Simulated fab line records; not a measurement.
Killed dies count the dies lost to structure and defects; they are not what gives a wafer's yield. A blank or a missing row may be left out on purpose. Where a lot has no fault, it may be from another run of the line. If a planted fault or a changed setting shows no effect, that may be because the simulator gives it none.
Which of the tools did it? | flow rit_cmos | 7 lots with 21 wafers sampled at 2 steps, on a route of 202 steps

== WHAT THE GAUGES READ, wafer by wafer ==
RIT_PRETRO_TW_MEAS_10.
lot  | measured    | on            | PRETRO_TW
L887 | day 3 11:20 | film_metro-04 | 474 473 473
L888 | day 3 19:37 | film_metro-01 | 485 483 481
L890 | day 3 23:05 | film_metro-01 | 482 488 486
L894 | day 4 12:24 | film_metro-02 | 475 474 474
L897 | day 5 04:13 | film_metro-04 | 474 476 473
L900 | day 5 17:31 | film_metro-04 | 440 442 441
L904 | day 6 13:16 | film_metro-04 | 440 440 439

== WHICH TOOL RAN EACH LOT (tool, then ch and the chambers of the sampled wafers, then the start) ==
lot  | RIT_PRETRO_IMPLANT_08
L887 | implanter-02 ch 0, day 3 11:01
L888 | implanter-01 ch 0, day 3 19:19
L890 | implanter-01 ch 0, day 3 22:46
L894 | implanter-03 ch 0, day 4 12:05
L897 | implanter-02 ch 0, day 5 03:55
L900 | implanter-03 ch 0, day 5 17:12
L904 | implanter-03 ch 0, day 6 12:58
- RIT_PRETRO_IMPLANT_08

== THE ANSWER, worked out from the rows above alone ==
Rule: what is usual is taken from the lots themselves. The widest of any qualifying gaps counts: lots, ordered by their means at a reading, are off when they make up no more than a third of the lots, leave a main group of 4 or more, and stand apart from it by 3 or more times the standard deviation of that group's means. A main group is skipped when, at the precision printed for the reading in the tables above, its means are all equal. Also off: a lot with no number at a reading for which 4 or more lots have one. Any other lot the step has rows for is counted as sound.
Off: L900, L904, seen at RIT_PRETRO_TW_MEAS_10 (PRETRO_TW). The main group: mean 478, standard deviation 5.
A tool fits if, at a process step before that reading, it ran every lot that is off, and no sound lot after the first of them. Those tools and the gauges at RIT_PRETRO_TW_MEAS_10 are tried in the same way. Can't be told from this: 2 tools fit, implanter-03 at RIT_PRETRO_IMPLANT_08, film_metro-04 at RIT_PRETRO_TW_MEAS_10.

== WHAT WAS PUT IN BY THE SIMULATOR ==
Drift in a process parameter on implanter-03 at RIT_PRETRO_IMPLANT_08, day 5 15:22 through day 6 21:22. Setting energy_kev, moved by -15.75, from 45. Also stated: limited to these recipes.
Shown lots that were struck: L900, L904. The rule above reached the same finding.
